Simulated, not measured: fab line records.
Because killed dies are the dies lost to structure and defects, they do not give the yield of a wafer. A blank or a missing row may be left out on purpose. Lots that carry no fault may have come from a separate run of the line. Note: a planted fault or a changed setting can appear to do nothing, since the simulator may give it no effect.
Which of the tools did it? -- flow berkeley_cmos170 -- 42 wafers from 14 lots sampled at 6 of the route's 331 steps

WHAT EACH GAUGE READ, for each wafer
UCB170_CONTACT_CD_MEAS_15: the cd target is 700 nm.
lot,measured,on,cd_nm (nm)
L499,day 8 13:16,cd_sem-02,701.5 701.1 701.5
L498,day 8 13:42,cd_sem-02,699.3 698.6 699.3
L502,day 9 07:46,cd_sem-02,699.0 699.4 699.8
L501,day 9 08:34,cd_sem-02,701.4 700.2 700.9
L504,day 9 08:56,cd_sem-02,698.9 701.0 699.9
L505,day 10 01:10,cd_sem-01,700.1 700.1 702.2
L506,day 10 01:31,cd_sem-01,696.5 697.0 698.0
L507,day 10 01:50,cd_sem-02,699.2 699.7 697.7
L511,day 10 14:30,cd_sem-02,700.0 701.2 700.1
L513,day 11 06:53,cd_sem-02,698.9 699.6 697.2
L515,day 11 09:05,cd_sem-02,700.4 701.5 701.8
L516,day 11 09:22,cd_sem-02,698.7 699.0 699.8
L517,day 12 11:14,cd_sem-02,701.5 700.8 699.1
L520,day 12 18:54,cd_sem-02,698.6 699.9 699.3

UCB170_V1_CD_MEAS_90: the cd target is 700 nm.
lot,measured,on,cd_nm (nm)
L499,day 8 21:22,cd_sem-02,699.3 698.7 698.2
L498,day 9 00:08,cd_sem-02,698.2 697.9 698.4
L502,day 9 18:27,cd_sem-02,700.6 697.9 698.7
L501,day 9 21:36,cd_sem-01,699.7 699.7 701.1
L504,day 9 21:59,cd_sem-02,698.4 698.8 698.8
L505,day 10 09:37,cd_sem-01,697.7 698.3 698.5
L506,day 10 13:42,cd_sem-01,699.4 699.3 699.5
L507,day 10 14:34,cd_sem-01,698.4 699.1 699.9
L511,day 10 23:28,cd_sem-02,702.6 701.0 702.9
L513,day 11 13:24,cd_sem-02,701.1 700.9 700.4
L515,day 11 19:03,cd_sem-02,700.7 700.8 701.3
L516,day 11 19:17,cd_sem-02,698.8 698.7 700.6
L517,day 12 19:00,cd_sem-02,697.7 697.6 699.0
L520,day 13 02:09,cd_sem-01,697.8 697.2 697.4

UCB170_M2_RS_MEAS_02: uses a four-point probe to measure.
lot,measured,on,M2_AL_RS (ohm/sq)
L499,day 8 21:38,film_metro-04,0.03198 0.03191 0.03188
L498,day 9 00:28,film_metro-01,0.03246 0.03242 0.03194
L502,day 9 18:43,film_metro-01,0.03247 0.03263 0.03215
L501,day 9 21:52,film_metro-01,0.03209 0.03245 0.03212
L504,day 9 22:15,film_metro-02,0.02967 0.02969 0.02954
L505,day 10 09:53,film_metro-02,0.03223 0.03218 0.03232
L506,day 10 13:58,film_metro-01,0.02932 0.02973 0.02984
L507,day 10 14:50,film_metro-01,0.03267 0.03288 0.03244
L511,day 10 23:44,film_metro-02,0.03205 0.032 0.03205
L513,day 11 13:40,film_metro-01,0.03234 0.03197 0.032
L515,day 11 19:19,film_metro-02,0.03177 0.03175 0.03189
L516,day 11 19:34,film_metro-01,0.03212 0.03193 0.03219
L517,day 12 19:16,film_metro-02,0.0318 0.03183 0.03182
L520,day 13 02:25,film_metro-04,0.03216 0.03223 0.03201

UCB170_M2_THK_MEAS_03: measures by xrf.
lot,measured,on,M2_AL_THK (nm)
L499,day 8 21:44,film_metro-04,921 919 922
L498,day 9 00:34,film_metro-01,892 891 908
L502,day 9 18:49,film_metro-01,891 888 897
L501,day 9 21:59,film_metro-01,907 893 902
L504,day 9 22:22,film_metro-02,970 969 970
L505,day 10 10:00,film_metro-02,883 882 878
L506,day 10 14:05,film_metro-01,991 977 974
L507,day 10 14:55,film_metro-01,888 881 896
L511,day 10 23:51,film_metro-02,885 889 890
L513,day 11 13:47,film_metro-01,898 905 909
L515,day 11 19:25,film_metro-02,899 907 901
L516,day 11 19:40,film_metro-01,899 902 898
L517,day 12 19:23,film_metro-02,900 896 898
L520,day 13 02:31,film_metro-04,914 909 910

EACH LOT AND THE TOOL THAT RAN IT (in order: tool; ch and the chambers of the sampled wafers; start)
lot,UCB170_M1_ETCH_11,UCB170_M2_SPUTTER_01
L499,"rie_diel-02 ch 0,1,3, day 8 16:16","pvd_sputter-02, day 8 21:30"
L498,"rie_diel-04 ch 0,3, day 8 17:17","pvd_sputter-02, day 9 00:18"
L502,"rie_diel-02 ch 1,2,3, day 9 12:05","pvd_sputter-02, day 9 18:35"
L501,"rie_diel-04 ch 0,2,3, day 9 15:04","pvd_sputter-01, day 9 21:47"
L504,"rie_diel-03 ch 0,1,2, day 9 15:11","pvd_sputter-02, day 9 22:10"
L505,"rie_diel-03 ch 0,1,3, day 10 04:54","pvd_sputter-01, day 10 09:48"
L506,"rie_diel-03 ch 0,2,3, day 10 05:10","pvd_sputter-02, day 10 13:52"
L507,"rie_diel-02 ch 0,3, day 10 05:08","pvd_sputter-01, day 10 14:41"
L511,"rie_diel-02 ch 0,2,3, day 10 17:05","pvd_sputter-01, day 10 23:38"
L513,"rie_diel-03 ch 0,1,3, day 11 09:18","pvd_sputter-04, day 11 13:35"
L515,"rie_diel-02 ch 0,1, day 11 11:20","pvd_sputter-04, day 11 19:11"
L516,"rie_diel-04 ch 0,3, day 11 11:41","pvd_sputter-01, day 11 19:26"
L517,"rie_diel-02 ch 0,1,2, day 12 13:26","pvd_sputter-04, day 12 19:11"
L520,"rie_diel-02 ch 1,2, day 12 21:00","pvd_sputter-01, day 13 02:16"
- UCB170_M1_ETCH_11: etches BARC in N2/H2.
- UCB170_M2_SPUTTER_01: material Al, target thk 900 nm, time 120 s.

AS READ BY THE TOOLS THEMSELVES (means over the sampled wafers that have a number; for cases with no such wafer, the mark the record gives instead)
UCB170_M1_ETCH_11.
lot,tool,drypump_motor_current_A (A),oes_product_au (a.u.),throttle_valve_pct (%)
L499,rie_diel-02,5.6,1.000,13.37
L498,rie_diel-04,5.5,1.009,13.38
L502,rie_diel-02,6.0,1.004,13.31
L501,rie_diel-04,5.5,1.015,13.41
L504,rie_diel-03,5.4,1.003,13.28
L505,rie_diel-03,5.7,1.014,13.38
L506,rie_diel-03,5.7,1.014,13.44
L507,rie_diel-02,5.3,0.996,13.42
L511,rie_diel-02,5.7,0.984,13.37
L513,rie_diel-03,5.7,1.014,13.37
L515,rie_diel-02,5.5,1.024,13.48
L516,rie_diel-04,5.5,1.010,13.39
L517,rie_diel-02,5.7,0.996,13.47
L520,rie_diel-02,6.1,0.992,13.41

UCB170_M2_SPUTTER_01.
lot,tool,chamber_pressure_pa (Pa),throttle_valve_pct (%)
L499,pvd_sputter-02,0.5003,30.6
L498,pvd_sputter-02,0.5009,31.3
L502,pvd_sputter-02,0.4996,30.4
L501,pvd_sputter-01,0.4995,28.6
L504,pvd_sputter-02,0.4994,31.0
L505,pvd_sputter-01,0.5002,30.5
L506,pvd_sputter-02,0.4995,30.7
L507,pvd_sputter-01,0.4994,29.2
L511,pvd_sputter-01,0.4992,29.1
L513,pvd_sputter-04,0.4999,30.6
L515,pvd_sputter-04,0.5007,31.3
L516,pvd_sputter-01,0.5005,30.1
L517,pvd_sputter-04,0.5000,29.4
L520,pvd_sputter-01,0.5000,29.7

THE ANSWER, worked out from the rows above alone
Rule: usual is defined by the lots themselves. The widest of any qualifying gaps counts: lots, ordered by their means at a reading, are off when they make up no more than a third of the lots, leave a main group of 4 or more, and stand apart from it by 3 or more times the standard deviation of that group's means. The tables above print the reading to a certain number of digits; a main group whose means all agree to those digits is not used. Also off: a lot with no number at a reading for which 4 or more lots have one. Any other lot the step has rows for is counted as sound. Order of review: gauges by route order, followed by the tools' own readings, for which a lot's mean as printed above is used. At the first step where some lot is off, the reading lying furthest off is the one used; lots without a number count as furthest.
Off: L504, L506, seen at UCB170_M2_RS_MEAS_02 (M2_AL_RS). The main group has a mean of 0.03214 ohm/sq with a standard deviation of 0.00024.
A tool fits if, at a process step before that reading, it ran every lot that is off, and no sound lot after the first of them. Gauges at UCB170_M2_RS_MEAS_02: tried the same way as those tools. One fits: pvd_sputter-02 at UCB170_M2_SPUTTER_01. Its last sound lot is L502 (day 9 18:35), its first lot that is off L504 (day 9 22:10): a fault that began between those two fits.

WHAT HAD BEEN PUT IN BY THE SIMULATOR
Drift in process parameters on pvd_sputter-02 at UCB170_M2_SPUTTER_01, starting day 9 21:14. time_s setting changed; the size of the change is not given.
Struck lots among those shown: L504, L506. The rule above reached the same finding.
